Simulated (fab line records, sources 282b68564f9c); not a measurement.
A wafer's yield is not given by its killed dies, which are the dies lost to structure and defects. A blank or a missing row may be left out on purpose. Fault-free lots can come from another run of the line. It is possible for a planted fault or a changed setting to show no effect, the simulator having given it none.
fab line records / flow ritCmos
[record] lots = 14 wafers = 42 lastDay = 7
route steps=202 shown CONTACT@168 M1@202
lots untouched by any fault: they come from a run of this same line in which no faults occurred
startH: hours from the record's opening day to when the first of the lot's shown wafers began / waitH: time in hours since the lot's previous step / " identical to the entry in the row above / L1.1+2: a single row standing in for several wafers / - value missing, or start not given / * or withheld: withheld / < > ~ a bound
route shown NAME@n: names a module that has steps shown in the file, with the first one's number in the route / usual: mean and standard deviation over wafers with no fault / same: alike in all rows / chamber/n: place in a boat / sites: readings site by site / _std_site: the standard deviation of these / _edge_site: outer sites' mean less inner sites' / radiusMm: how far each site lies from the wafer's centre / mask NAME#n: copy n / behind: tool/chamber where the wafer was last shaped / hold: cause of the lot's hold/its duration in hours/its outcome / device: whichever transistor did not switch (one of n, p or np) / end of line: the route-end tests of the same wafers / a step given without rows: its recipe and nothing more / killed: not the wafer's yield, but the dies lost to structure and defects at the first sort / map: shows each die of a wafer: x if killed, . if not, _ if none is there
set.NAME: setting as actually run; set.NAME@STEP: the setting as run at that earlier step / model.NAME: the simulator's own value behind a step, which no gauge read
the route's steps for a sample of lots (tables are steps, rows are wafers)
services: a tool's chamber out of use, with start hour (startH, from the record's first day; less than 0 if before it), hours out, and reason
[[steps]]
[step RIT_CONTACT_CVD_00]
[recipe] material = SiO2 targetThkNm = 400 precursor = TEOS tempC = 390 timeS = 61 rfW = 400
[usual] heaterPowerW = 300/53 rfFwdPowerW = 397.2/1.5
lot.wafer=L936.3 tool=pecvd-01 chamber=2 startH=56.21 waitH=0.1 heaterPowerW=309 rfFwdPowerW=399.2
lot.wafer=L936.4 tool=pecvd-01 chamber=1 startH=56.21 waitH=0.1 heaterPowerW=344 rfFwdPowerW=394.6
lot.wafer=L936.5 tool=pecvd-01 chamber=2 startH=56.21 waitH=0.1 heaterPowerW=232 rfFwdPowerW=397.4
lot.wafer=L937.2 tool=pecvd-02 chamber=1 startH=58.10 waitH=0.0 heaterPowerW=330 rfFwdPowerW=397.1
lot.wafer=L937.4 tool=pecvd-02 chamber=0 startH=58.10 waitH=0.0 heaterPowerW=269 rfFwdPowerW=396.4
lot.wafer=L937.6 tool=pecvd-02 chamber=1 startH=58.10 waitH=0.0 heaterPowerW=326 rfFwdPowerW=396.1
lot.wafer=L938.1 tool=pecvd-04 chamber=1 startH=66.42 waitH=0.1 heaterPowerW=238 rfFwdPowerW=397.3
lot.wafer=L938.2 tool=pecvd-04 chamber=2 startH=66.42 waitH=0.1 heaterPowerW=314 rfFwdPowerW=397.9
lot.wafer=L938.4 tool=pecvd-04 chamber=0 startH=66.42 waitH=0.1 heaterPowerW=340 rfFwdPowerW=398.3
lot.wafer=L939.3 tool=pecvd-01 chamber=1 startH=68.05 waitH=0.0 heaterPowerW=374 rfFwdPowerW=394.2
lot.wafer=L939.4 tool=pecvd-01 chamber=0 startH=68.05 waitH=0.0 heaterPowerW=317 rfFwdPowerW=395.9
lot.wafer=L939.5 tool=pecvd-01 chamber=1 startH=68.05 waitH=0.0 heaterPowerW=389 rfFwdPowerW=392.7
lot.wafer=L940.1 tool=pecvd-02 chamber=1 startH=74.70 waitH=0.1 heaterPowerW=311 rfFwdPowerW=398.3
lot.wafer=L940.3 tool=pecvd-02 chamber=2 startH=74.70 waitH=0.1 heaterPowerW=285 rfFwdPowerW=396.6
lot.wafer=L940.6 tool=pecvd-02 chamber=0 startH=74.70 waitH=0.1 heaterPowerW=289 rfFwdPowerW=397.5
lot.wafer=L941.4 tool=pecvd-04 chamber=1 startH=76.73 waitH=0.0 heaterPowerW=221 rfFwdPowerW=398.2
lot.wafer=L941.5 tool=pecvd-04 chamber=0 startH=76.73 waitH=0.0 heaterPowerW=285 rfFwdPowerW=396.3
lot.wafer=L941.6 tool=pecvd-04 chamber=2 startH=76.73 waitH=0.0 heaterPowerW=284 rfFwdPowerW=398.0
lot.wafer=L942.1 tool=pecvd-01 chamber=1 startH=81.28 waitH=0.1 heaterPowerW=341 rfFwdPowerW=394.6
lot.wafer=L942.4 tool=pecvd-01 chamber=0 startH=81.28 waitH=0.1 heaterPowerW=393 rfFwdPowerW=397.7
lot.wafer=L942.5 tool=pecvd-01 chamber=2 startH=81.28 waitH=0.1 heaterPowerW=304 rfFwdPowerW=400.4
lot.wafer=L943.1 tool=pecvd-02 chamber=1 startH=84.81 waitH=0.1 heaterPowerW=265 rfFwdPowerW=397.4
lot.wafer=L943.4 tool=pecvd-02 chamber=1 startH=84.81 waitH=0.1 heaterPowerW=283 rfFwdPowerW=400.5
lot.wafer=L943.6 tool=pecvd-02 chamber=2 startH=84.81 waitH=0.1 heaterPowerW=276 rfFwdPowerW=396.3
lot.wafer=L944.1 tool=pecvd-04 chamber=2 startH=91.14 waitH=0.1 heaterPowerW=305 rfFwdPowerW=396.5
lot.wafer=L944.4 tool=pecvd-04 chamber=0 startH=91.14 waitH=0.1 heaterPowerW=328 rfFwdPowerW=394.5
lot.wafer=L944.5 tool=pecvd-04 chamber=1 startH=91.14 waitH=0.1 heaterPowerW=172 rfFwdPowerW=397.2
lot.wafer=L945.2 tool=pecvd-01 chamber=0 startH=95.67 waitH=0.0 heaterPowerW=343 rfFwdPowerW=396.9
lot.wafer=L945.5 tool=pecvd-01 chamber=0 startH=95.67 waitH=0.0 heaterPowerW=367 rfFwdPowerW=394.5
lot.wafer=L945.6 tool=pecvd-01 chamber=2 startH=95.67 waitH=0.0 heaterPowerW=299 rfFwdPowerW=397.9
lot.wafer=L946.1 tool=pecvd-02 chamber=0 startH=100.84 waitH=0.1 heaterPowerW=367 rfFwdPowerW=396.6
lot.wafer=L946.2 tool=pecvd-02 chamber=2 startH=100.84 waitH=0.1 heaterPowerW=264 rfFwdPowerW=400.9
lot.wafer=L946.6 tool=pecvd-02 chamber=2 startH=100.84 waitH=0.1 heaterPowerW=274 rfFwdPowerW=400.0
lot.wafer=L947.1 tool=pecvd-04 chamber=0 startH=105.19 waitH=0.1 heaterPowerW=334 rfFwdPowerW=396.8
lot.wafer=L947.5 tool=pecvd-04 chamber=1 startH=105.19 waitH=0.1 heaterPowerW=226 rfFwdPowerW=396.5
lot.wafer=L947.6 tool=pecvd-04 chamber=2 startH=105.19 waitH=0.1 heaterPowerW=281 rfFwdPowerW=397.0
lot.wafer=L955.2 tool=pecvd-04 chamber=2 startH=146.10 waitH=0.0 heaterPowerW=257 rfFwdPowerW=397.1
lot.wafer=L955.3 tool=pecvd-04 chamber=0 startH=146.10 waitH=0.0 heaterPowerW=239 rfFwdPowerW=558.6
lot.wafer=L955.4 tool=pecvd-04 chamber=1 startH=146.10 waitH=0.0 heaterPowerW=244 rfFwdPowerW=398.1
lot.wafer=L958.2 tool=pecvd-04 chamber=0 startH=161.39 waitH=0.0 heaterPowerW=272 rfFwdPowerW=557.3
lot.wafer=L958.3 tool=pecvd-04 chamber=1 startH=161.39 waitH=0.0 heaterPowerW=212 rfFwdPowerW=396.8
lot.wafer=L958.6 tool=pecvd-04 chamber=1 startH=161.39 waitH=0.0 heaterPowerW=225 rfFwdPowerW=396.9
[step RIT_CONTACT_THK_MEAS_01]
[recipe] reads = SiO2_of_CONTACT_CVD_00
[usual] CONTACT_TEOS_THK = 400/5.2
lot.wafer=L936.3 tool=filmMetro-01 chamber=- startH=56.28 waitH=0.0 CONTACT_TEOS_THK[nm]=402
lot.wafer=L936.4 tool=filmMetro-01 chamber=- startH=56.28 waitH=0.0 CONTACT_TEOS_THK[nm]=407
lot.wafer=L936.5 tool=filmMetro-01 chamber=- startH=56.28 waitH=0.0 CONTACT_TEOS_THK[nm]=408
lot.wafer=L937.2 tool=filmMetro-04 chamber=- startH=58.16 waitH=0.0 CONTACT_TEOS_THK[nm]=398
lot.wafer=L937.4 tool=filmMetro-04 chamber=- startH=58.16 waitH=0.0 CONTACT_TEOS_THK[nm]=406
lot.wafer=L937.6 tool=filmMetro-04 chamber=- startH=58.16 waitH=0.0 CONTACT_TEOS_THK[nm]=407
lot.wafer=L938.1 tool=filmMetro-04 chamber=- startH=66.47 waitH=0.0 CONTACT_TEOS_THK[nm]=392
lot.wafer=L938.2 tool=filmMetro-04 chamber=- startH=66.47 waitH=0.0 CONTACT_TEOS_THK[nm]=395
lot.wafer=L938.4 tool=filmMetro-04 chamber=- startH=66.47 waitH=0.0 CONTACT_TEOS_THK[nm]=402
lot.wafer=L939.3 tool=filmMetro-04 chamber=- startH=68.12 waitH=0.0 CONTACT_TEOS_THK[nm]=405
lot.wafer=L939.4 tool=filmMetro-04 chamber=- startH=68.12 waitH=0.0 CONTACT_TEOS_THK[nm]=406
lot.wafer=L939.5 tool=filmMetro-04 chamber=- startH=68.12 waitH=0.0 CONTACT_TEOS_THK[nm]=404
lot.wafer=L940.1 tool=filmMetro-02 chamber=- startH=74.75 waitH=0.0 CONTACT_TEOS_THK[nm]=395
lot.wafer=L940.3 tool=filmMetro-02 chamber=- startH=74.75 waitH=0.0 CONTACT_TEOS_THK[nm]=388
lot.wafer=L940.6 tool=filmMetro-02 chamber=- startH=74.75 waitH=0.0 CONTACT_TEOS_THK[nm]=401
lot.wafer=L941.4 tool=filmMetro-04 chamber=- startH=76.79 waitH=0.0 CONTACT_TEOS_THK[nm]=397
lot.wafer=L941.5 tool=filmMetro-04 chamber=- startH=76.79 waitH=0.0 CONTACT_TEOS_THK[nm]=404
lot.wafer=L941.6 tool=filmMetro-04 chamber=- startH=76.79 waitH=0.0 CONTACT_TEOS_THK[nm]=400
lot.wafer=L942.1 tool=filmMetro-04 chamber=- startH=81.33 waitH=0.0 CONTACT_TEOS_THK[nm]=401
lot.wafer=L942.4 tool=filmMetro-04 chamber=- startH=81.33 waitH=0.0 CONTACT_TEOS_THK[nm]=400
lot.wafer=L942.5 tool=filmMetro-04 chamber=- startH=81.33 waitH=0.0 CONTACT_TEOS_THK[nm]=404
lot.wafer=L943.1 tool=filmMetro-01 chamber=- startH=84.86 waitH=0.0 CONTACT_TEOS_THK[nm]=396
lot.wafer=L943.4 tool=filmMetro-01 chamber=- startH=84.86 waitH=0.0 CONTACT_TEOS_THK[nm]=404
lot.wafer=L943.6 tool=filmMetro-01 chamber=- startH=84.86 waitH=0.0 CONTACT_TEOS_THK[nm]=403
lot.wafer=L944.1 tool=filmMetro-04 chamber=- startH=91.19 waitH=0.0 CONTACT_TEOS_THK[nm]=391
lot.wafer=L944.4 tool=filmMetro-04 chamber=- startH=91.19 waitH=0.0 CONTACT_TEOS_THK[nm]=402
lot.wafer=L944.5 tool=filmMetro-04 chamber=- startH=91.19 waitH=0.0 CONTACT_TEOS_THK[nm]=399
lot.wafer=L945.2 tool=filmMetro-02 chamber=- startH=95.73 waitH=0.0 CONTACT_TEOS_THK[nm]=399
lot.wafer=L945.5 tool=filmMetro-02 chamber=- startH=95.73 waitH=0.0 CONTACT_TEOS_THK[nm]=406
lot.wafer=L945.6 tool=filmMetro-02 chamber=- startH=95.73 waitH=0.0 CONTACT_TEOS_THK[nm]=402
lot.wafer=L946.1 tool=filmMetro-01 chamber=- startH=100.89 waitH=0.0 CONTACT_TEOS_THK[nm]=403
lot.wafer=L946.2 tool=filmMetro-01 chamber=- startH=100.89 waitH=0.0 CONTACT_TEOS_THK[nm]=401
lot.wafer=L946.6 tool=filmMetro-01 chamber=- startH=100.89 waitH=0.0 CONTACT_TEOS_THK[nm]=403
lot.wafer=L947.1 tool=filmMetro-02 chamber=- startH=105.24 waitH=0.0 CONTACT_TEOS_THK[nm]=394
lot.wafer=L947.5 tool=filmMetro-02 chamber=- startH=105.24 waitH=0.0 CONTACT_TEOS_THK[nm]=403
lot.wafer=L947.6 tool=filmMetro-02 chamber=- startH=105.24 waitH=0.0 CONTACT_TEOS_THK[nm]=400
lot.wafer=L955.2 tool=filmMetro-04 chamber=- startH=146.16 waitH=0.0 CONTACT_TEOS_THK[nm]=396
lot.wafer=L955.3 tool=filmMetro-04 chamber=- startH=146.16 waitH=0.0 CONTACT_TEOS_THK[nm]=439
lot.wafer=L955.4 tool=filmMetro-04 chamber=- startH=146.16 waitH=0.0 CONTACT_TEOS_THK[nm]=410
lot.wafer=L958.2 tool=filmMetro-02 chamber=- startH=161.45 waitH=0.0 CONTACT_TEOS_THK[nm]=444
lot.wafer=L958.3 tool=filmMetro-02 chamber=- startH=161.45 waitH=0.0 CONTACT_TEOS_THK[nm]=398
lot.wafer=L958.6 tool=filmMetro-02 chamber=- startH=161.45 waitH=0.0 CONTACT_TEOS_THK[nm]=406
[step RIT_M1_PROBE_99]
[usual] killedAtContacts = 0.1/0.24 killedAtFrontEnd = 7.1/2.8 killedDies = 7.2/2.8 killedOpen = 3.6/2.1 killedShort = 3.6/1.9
[same] grossDies = 264 killed_at_M0_to_M3 = 0 killed_at_M4_up = 0 killedAtBackSide = 0 killedAtOther = 0
lot.wafer=L936.3 tool=prober-01 chamber=- startH=62.80 waitH=0.2 killedAtContacts=0 killedAtFrontEnd=6 killedDies=6 killedOpen=3 killedShort=3
lot.wafer=L936.4 tool=prober-01 chamber=- startH=62.85 waitH=0.2 killedAtContacts=0 killedAtFrontEnd=11 killedDies=11 killedOpen=3 killedShort=8
lot.wafer=L936.5 tool=prober-01 chamber=- startH=62.90 waitH=0.2 killedAtContacts=0 killedAtFrontEnd=6 killedDies=6 killedOpen=4 killedShort=2
lot.wafer=L937.2 tool=prober-02 chamber=- startH=65.49 waitH=0.1 killedAtContacts=0 killedAtFrontEnd=7 killedDies=7 killedOpen=4 killedShort=3
lot.wafer=L937.4 tool=prober-02 chamber=- startH=65.59 waitH=0.2 killedAtContacts=0 killedAtFrontEnd=10 killedDies=10 killedOpen=5 killedShort=5
lot.wafer=L937.6 tool=prober-02 chamber=- startH=65.69 waitH=0.2 killedAtContacts=0 killedAtFrontEnd=9 killedDies=9 killedOpen=2 killedShort=7
lot.wafer=L938.1 tool=prober-01 chamber=- startH=72.85 waitH=0.1 killedAtContacts=0 killedAtFrontEnd=12 killedDies=12 killedOpen=5 killedShort=7
lot.wafer=L938.2 tool=prober-01 chamber=- startH=72.90 waitH=0.1 killedAtContacts=0 killedAtFrontEnd=10 killedDies=10 killedOpen=6 killedShort=4
lot.wafer=L938.4 tool=prober-01 chamber=- startH=73.00 waitH=0.2 killedAtContacts=0 killedAtFrontEnd=7 killedDies=7 killedOpen=2 killedShort=5
lot.wafer=L939.3 tool=prober-02 chamber=- startH=74.70 waitH=0.2 killedAtContacts=0 killedAtFrontEnd=5 killedDies=5 killedOpen=2 killedShort=3
lot.wafer=L939.4 tool=prober-02 chamber=- startH=74.75 waitH=0.2 killedAtContacts=1 killedAtFrontEnd=6 killedDies=7 killedOpen=3 killedShort=4
lot.wafer=L939.5 tool=prober-02 chamber=- startH=74.80 waitH=0.2 killedAtContacts=0 killedAtFrontEnd=8 killedDies=8 killedOpen=6 killedShort=2
lot.wafer=L940.1 tool=prober-01 chamber=- startH=81.22 waitH=0.1 killedAtContacts=0 killedAtFrontEnd=9 killedDies=9 killedOpen=4 killedShort=5
lot.wafer=L940.3 tool=prober-01 chamber=- startH=81.32 waitH=0.2 killedAtContacts=0 killedAtFrontEnd=6 killedDies=6 killedOpen=2 killedShort=4
lot.wafer=L940.6 tool=prober-01 chamber=- startH=81.47 waitH=0.2 killedAtContacts=0 killedAtFrontEnd=5 killedDies=5 killedOpen=5 killedShort=0
lot.wafer=L941.4 tool=prober-02 chamber=- startH=83.31 waitH=0.2 killedAtContacts=0 killedAtFrontEnd=11 killedDies=11 killedOpen=9 killedShort=2
lot.wafer=L941.5 tool=prober-02 chamber=- startH=83.36 waitH=0.2 killedAtContacts=1 killedAtFrontEnd=2 killedDies=3 killedOpen=2 killedShort=1
lot.wafer=L941.6 tool=prober-02 chamber=- startH=83.41 waitH=0.2 killedAtContacts=0 killedAtFrontEnd=3 killedDies=3 killedOpen=3 killedShort=0
lot.wafer=L942.1 tool=prober-01 chamber=- startH=87.56 waitH=0.1 killedAtContacts=0 killedAtFrontEnd=4 killedDies=4 killedOpen=2 killedShort=2
lot.wafer=L942.4 tool=prober-01 chamber=- startH=87.71 waitH=0.2 killedAtContacts=0 killedAtFrontEnd=6 killedDies=6 killedOpen=3 killedShort=3
lot.wafer=L942.5 tool=prober-01 chamber=- startH=87.76 waitH=0.2 killedAtContacts=0 killedAtFrontEnd=4 killedDies=4 killedOpen=2 killedShort=2
lot.wafer=L943.1 tool=prober-02 chamber=- startH=91.06 waitH=0.1 killedAtContacts=0 killedAtFrontEnd=9 killedDies=9 killedOpen=3 killedShort=6
lot.wafer=L943.4 tool=prober-02 chamber=- startH=91.21 waitH=0.2 killedAtContacts=0 killedAtFrontEnd=5 killedDies=5 killedOpen=3 killedShort=2
lot.wafer=L943.6 tool=prober-02 chamber=- startH=91.31 waitH=0.2 killedAtContacts=1 killedAtFrontEnd=7 killedDies=8 killedOpen=5 killedShort=3
lot.wafer=L944.1 tool=prober-01 chamber=- startH=97.79 waitH=0.1 killedAtContacts=0 killedAtFrontEnd=12 killedDies=12 killedOpen=6 killedShort=6
lot.wafer=L944.4 tool=prober-01 chamber=- startH=97.94 waitH=0.2 killedAtContacts=0 killedAtFrontEnd=6 killedDies=6 killedOpen=4 killedShort=2
lot.wafer=L944.5 tool=prober-01 chamber=- startH=97.99 waitH=0.2 killedAtContacts=0 killedAtFrontEnd=13 killedDies=13 killedOpen=7 killedShort=6
lot.wafer=L945.2 tool=prober-02 chamber=- startH=102.15 waitH=0.1 killedAtContacts=0 killedAtFrontEnd=3 killedDies=3 killedOpen=1 killedShort=2
lot.wafer=L945.5 tool=prober-02 chamber=- startH=102.30 waitH=0.2 killedAtContacts=0 killedAtFrontEnd=5 killedDies=5 killedOpen=0 killedShort=5
lot.wafer=L945.6 tool=prober-02 chamber=- startH=102.35 waitH=0.2 killedAtContacts=0 killedAtFrontEnd=7 killedDies=7 killedOpen=4 killedShort=3
lot.wafer=L946.1 tool=prober-02 chamber=- startH=107.36 waitH=0.1 killedAtContacts=0 killedAtFrontEnd=9 killedDies=9 killedOpen=3 killedShort=6
lot.wafer=L946.2 tool=prober-02 chamber=- startH=107.41 waitH=0.1 killedAtContacts=0 killedAtFrontEnd=2 killedDies=2 killedOpen=2 killedShort=0
lot.wafer=L946.6 tool=prober-02 chamber=- startH=107.61 waitH=0.2 killedAtContacts=0 killedAtFrontEnd=2 killedDies=2 killedOpen=0 killedShort=2
lot.wafer=L947.1 tool=prober-01 chamber=- startH=111.43 waitH=0.1 killedAtContacts=0 killedAtFrontEnd=6 killedDies=6 killedOpen=3 killedShort=3
lot.wafer=L947.5 tool=prober-01 chamber=- startH=111.63 waitH=0.2 killedAtContacts=0 killedAtFrontEnd=4 killedDies=4 killedOpen=1 killedShort=3
lot.wafer=L947.6 tool=prober-01 chamber=- startH=111.68 waitH=0.2 killedAtContacts=0 killedAtFrontEnd=5 killedDies=5 killedOpen=2 killedShort=3
lot.wafer=L955.2 tool=prober-01 chamber=- startH=153.07 waitH=0.1 killedAtContacts=0 killedAtFrontEnd=5 killedDies=5 killedOpen=3 killedShort=2
lot.wafer=L955.3 tool=prober-01 chamber=- startH=153.12 waitH=0.2 killedAtContacts=2 killedAtFrontEnd=9 killedDies=11 killedOpen=4 killedShort=5
lot.wafer=L955.4 tool=prober-01 chamber=- startH=153.17 waitH=0.2 killedAtContacts=0 killedAtFrontEnd=7 killedDies=7 killedOpen=2 killedShort=5
lot.wafer=L958.2 tool=prober-02 chamber=- startH=167.96 waitH=0.1 killedAtContacts=0 killedAtFrontEnd=10 killedDies=10 killedOpen=7 killedShort=3
lot.wafer=L958.3 tool=prober-02 chamber=- startH=168.01 waitH=0.2 killedAtContacts=0 killedAtFrontEnd=3 killedDies=3 killedOpen=1 killedShort=2
lot.wafer=L958.6 tool=prober-02 chamber=- startH=168.16 waitH=0.2 killedAtContacts=0 killedAtFrontEnd=7 killedDies=7 killedOpen=5 killedShort=2
// killed by level:class
L936.3 SILICIDE:geometricParticle:open=2 FOX2:geometricParticle:short=1 GATE:geometricParticle:open=1 GATE:geometricParticle:short=1 REOX:geometricParticle:short=1
L936.4 GATE:geometricParticle:short=7 FOX1:geometricParticle:short=1 FOX1:geometricParticle:open=1 REOX:geometricParticle:open=1 SPACER:geometricParticle:open=1
L936.5 GATE:geometricParticle:open=3 SPACER:geometricParticle:short=2 FOX2:geometricParticle:open=1
L937.2 GATE:geometricParticle:open=2 REOX:geometricParticle:short=2 FOX1:geometricParticle:open=1 GATE:geometricParticle:short=1 REOX:geometricParticle:open=1
L937.4 GATE:geometricParticle:short=2 GATE:geometricParticle:open=2 FOX2:geometricParticle:short=1 FOX2:geometricParticle:open=1 REOX:geometricParticle:open=1 REOX:geometricParticle:short=1 SILICIDE:geometricParticle:open=1 SILICIDE:geometricParticle:short=1
L937.6 FOX1:geometricParticle:short=3 GATE:geometricParticle:open=2 GATE:geometricParticle:short=2 REOX:geometricParticle:short=2
L938.1 FOX1:geometricParticle:open=2 REOX:geometricParticle:short=2 SPACER:geometricParticle:short=2 SPACER:geometricParticle:open=2 FOX1:geometricParticle:short=1 FOX2:geometricParticle:short=1 GATE:geometricParticle:short=1 REOX:geometricParticle:open=1
L938.2 GATE:geometricParticle:open=3 REOX:geometricParticle:open=2 REOX:geometricParticle:short=2 FOX1:geometricParticle:short=1 SPACER:geometricParticle:open=1 SPACER:geometricParticle:short=1
L938.4 GATE:geometricParticle:short=3 FOX1:geometricParticle:short=1 REOX:geometricParticle:short=1 SPACER:geometricParticle:open=1 SILICIDE:geometricParticle:open=1
L939.3 FOX1:geometricParticle:short=2 SILICIDE:geometricParticle:open=2 SILICIDE:geometricParticle:short=1
L939.4 SPACER:geometricParticle:open=2 FOX1:geometricParticle:short=1 FOX1:geometricParticle:open=1 REOX:geometricParticle:short=1 SILICIDE:geometricParticle:short=1 CONTACT:geometricParticle:short=1
L939.5 SILICIDE:geometricParticle:open=3 GATE:geometricParticle:open=2 GATE:geometricParticle:short=1 REOX:geometricParticle:short=1 SPACER:geometricParticle:open=1
L940.1 SPACER:geometricParticle:short=2 SILICIDE:geometricParticle:open=2 FOX1:geometricParticle:open=1 FOX2:geometricParticle:short=1 GATE:geometricParticle:short=1 REOX:geometricParticle:open=1 SILICIDE:geometricParticle:short=1
L940.3 FOX2:geometricParticle:short=1 GATE:geometricParticle:short=1 SPACER:geometricParticle:open=1 SPACER:geometricParticle:short=1 SILICIDE:geometricParticle:short=1 SILICIDE:geometricParticle:open=1
L940.6 SPACER:geometricParticle:open=4 FOX1:geometricParticle:open=1
L941.4 GATE:geometricParticle:open=5 REOX:geometricParticle:open=2 FOX1:geometricParticle:open=1 GATE:geometricParticle:short=1 REOX:geometricParticle:short=1 SPACER:geometricParticle:open=1
L941.5 FOX2:geometricParticle:short=1 GATE:geometricParticle:open=1 CONTACT:geometricParticle:open=1
L941.6 REOX:geometricParticle:open=2 SILICIDE:geometricParticle:open=1
L942.1 FOX1:geometricParticle:open=1 GATE:geometricParticle:short=1 REOX:geometricParticle:open=1 REOX:geometricParticle:short=1
L942.4 FOX2:geometricParticle:short=2 GATE:geometricParticle:open=2 GATE:geometricParticle:short=1 SPACER:geometricParticle:open=1
L942.5 FOX2:geometricParticle:open=1 GATE:geometricParticle:short=1 REOX:geometricParticle:short=1 SILICIDE:geometricParticle:open=1
L943.1 SPACER:geometricParticle:short=3 FOX1:geometricParticle:short=2 GATE:geometricParticle:open=1 SPACER:geometricParticle:open=1 SILICIDE:geometricParticle:open=1 SILICIDE:geometricParticle:short=1
L943.4 GATE:geometricParticle:short=2 FOX1:geometricParticle:open=1 GATE:geometricParticle:open=1 SPACER:geometricParticle:open=1
L943.6 FOX1:geometricParticle:short=2 SILICIDE:geometricParticle:open=2 FOX1:geometricParticle:open=1 GATE:geometricParticle:open=1 SPACER:geometricParticle:short=1 CONTACT:geometricParticle:open=1
L944.1 GATE:geometricParticle:open=3 FOX2:geometricParticle:open=2 SPACER:geometricParticle:short=2 FOX1:geometricParticle:short=1 FOX2:geometricParticle:short=1 GATE:geometricParticle:short=1 REOX:geometricParticle:short=1 SPACER:geometricParticle:open=1
L944.4 SILICIDE:geometricParticle:open=2 GATE:geometricParticle:short=1 REOX:geometricParticle:open=1 REOX:geometricParticle:short=1 SPACER:geometricParticle:open=1
L944.5 GATE:geometricParticle:open=3 FOX1:geometricParticle:short=2 SPACER:geometricParticle:short=2 FOX1:geometricParticle:open=1 FOX2:geometricParticle:open=1 GATE:geometricParticle:short=1 REOX:geometricParticle:short=1 SPACER:geometricParticle:open=1
L945.2 FOX1:geometricParticle:open=1 FOX1:geometricParticle:short=1 GATE:geometricParticle:short=1
L945.5 GATE:geometricParticle:short=2 FOX1:geometricParticle:short=1 SPACER:geometricParticle:short=1 SILICIDE:geometricParticle:short=1
L945.6 GATE:geometricParticle:short=2 SILICIDE:geometricParticle:open=2 GATE:geometricParticle:open=1 SPACER:geometricParticle:open=1 SPACER:geometricParticle:short=1
L946.1 SILICIDE:geometricParticle:short=3 FOX2:geometricParticle:short=1 GATE:geometricParticle:open=1 REOX:geometricParticle:short=1 REOX:geometricParticle:open=1 SPACER:geometricParticle:short=1 SILICIDE:geometricParticle:open=1
L946.2 REOX:geometricParticle:open=1 SILICIDE:geometricParticle:open=1
L946.6 FOX1:geometricParticle:short=1 SPACER:geometricParticle:short=1
L947.1 FOX1:geometricParticle:open=2 FOX1:geometricParticle:short=2 GATE:geometricParticle:short=1 SPACER:geometricParticle:open=1
L947.5 FOX1:geometricParticle:short=1 REOX:geometricParticle:short=1 SPACER:geometricParticle:open=1 SILICIDE:geometricParticle:short=1
L947.6 GATE:geometricParticle:short=3 FOX1:geometricParticle:open=2
L955.2 REOX:geometricParticle:open=3 FOX1:geometricParticle:short=2
L955.3 FOX1:geometricParticle:open=2 FOX2:geometricParticle:short=2 SILICIDE:geometricParticle:short=2 CONTACT:areaEtch=2 GATE:geometricParticle:open=1 REOX:geometricParticle:open=1 SPACER:geometricParticle:short=1
L955.4 FOX1:geometricParticle:short=2 GATE:geometricParticle:short=2 FOX1:geometricParticle:open=1 SPACER:geometricParticle:short=1 SPACER:geometricParticle:open=1
L958.2 GATE:geometricParticle:open=4 GATE:geometricParticle:short=2 FOX1:geometricParticle:open=1 REOX:geometricParticle:short=1 SPACER:geometricParticle:open=1 SILICIDE:geometricParticle:open=1
L958.3 FOX1:geometricParticle:short=1 FOX1:geometricParticle:open=1 REOX:geometricParticle:short=1
L958.6 GATE:geometricParticle:open=2 FOX1:geometricParticle:open=1 FOX2:geometricParticle:open=1 GATE:geometricParticle:short=1 REOX:geometricParticle:short=1 SILICIDE:geometricParticle:open=1
[[services]]
tool=pecvd-01 chamber=- startH=120.12 hours=14.6 kind=pm
tool=pecvd-02 chamber=0 startH=123.28 hours=4.9 kind=repair
tool=pecvd-01 chamber=2 startH=138.03 hours=4.8 kind=repair
[[key]]
[firstSign] step = RIT_CONTACT_CVD_00 reading = rfFwdPowerW direction = up sigmas = 99+ usual = 397.2 struck = 558.0
[effect] step = RIT_CONTACT_THK_MEAS_01 reading = CONTACT_TEOS_THK direction = up sigmas = 8.1 usual = 400 struck = 442
metAt RIT_CONTACT_CVD_00
struckLots L955,L958
struckWafers L955.3,L958.2
testerLeftOut L955,L958
[loopTrim] step = RIT_M1_EXPOSE_06 setting = dose lots = L958
onsetBetween 105.19 146.10
[fault] kind = processParameterDrift tool = pecvd-04 chamber = 0 onsetH = 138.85 steps = RIT_CONTACT_CVD_00 channel = rfW offset = 160 shape = step endH = 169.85 stated = 400
// testerLeftOut: of these lots the tester's yield and bins aren't shown, on N5 and GAA mostly nor the transistor test; their killed dies are dies lost to structure and defects alone, not to doping, threshold or leakage, so they don't give the yield
// loopTrim: a control loop set the setting to another value than it would have without faults
